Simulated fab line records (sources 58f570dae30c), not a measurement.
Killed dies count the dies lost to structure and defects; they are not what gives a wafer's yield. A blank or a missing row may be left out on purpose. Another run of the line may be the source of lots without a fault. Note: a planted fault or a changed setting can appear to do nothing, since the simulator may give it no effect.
Which tool did it? ; flow berkeley cmos170 ; 6 lots, 18 wafers sampled, at 3 steps of a route of 331

## WHAT THE GAUGES READ, wafer by wafer
UCB170_GATE_THK_MEAS_05.
lot;measured;on;GATE_POLY_THK (nm)
L551;day 6 18:16;film metro-02;213.2 213.1 214.4
L557;day 7 20:47;film metro-04;213.5 211.7 213.0
L558;day 8 08:32;film metro-02;210.2 211.9 210.8
L563;day 9 12:35;film metro-04;215.9 216.5 217.6
L568;day 10 10:37;film metro-04;213.8 213.4 214.5
L570;day 10 17:37;film metro-04;214.8 214.0 215.4

## TOOL THAT RAN EACH LOT (tool first, then ch and the chambers of the sampled wafers, then the start)
lot;UCB170_PFIELD_STRIP_08;UCB170_GATE_CVD_04
L551;plasma asher-03 ch 0,1, day 5 00:51;lpcvd-02 ch 0, day 6 16:50
L557;plasma asher-01 ch 0,1, day 6 05:06;lpcvd-01 ch 0, day 7 19:23
L558;plasma asher-03 ch 0,1, day 6 14:58;lpcvd-01 ch 1, day 8 06:26
L563;plasma asher-01 ch 0,1, day 7 17:50;lpcvd-01 ch 0, day 9 10:29
L568;plasma asher-03 ch 1, day 8 16:17;lpcvd-01 ch 0, day 10 09:12
L570;plasma asher-04 ch 0,1, day 9 01:55;lpcvd-02 ch 1, day 10 16:12
- UCB170_PFIELD_STRIP_08: strips in O2.
- UCB170_GATE_CVD_04: deposits poly-Si from SiH4, time 1440 s, target thk 214 nm.

## THE ANSWER, worked out from the rows above alone
Rule: usual is defined by the lots themselves. The widest of any qualifying gaps counts: lots, ordered by their means at a reading, are off when they make up no more than a third of the lots, leave a main group of 4 or more, and stand apart from it by 3 or more times the standard deviation of that group's means. The tables above print the reading to a certain number of digits; a main group whose means all agree to those digits is not used. Also off: a lot with no number at a reading for which 4 or more lots have one. All remaining lots with rows at the step are treated as sound.
Nothing can be told from this: no lot is off at any reading shown.

## WHAT HAD BEEN PUT IN BY THE SIMULATOR
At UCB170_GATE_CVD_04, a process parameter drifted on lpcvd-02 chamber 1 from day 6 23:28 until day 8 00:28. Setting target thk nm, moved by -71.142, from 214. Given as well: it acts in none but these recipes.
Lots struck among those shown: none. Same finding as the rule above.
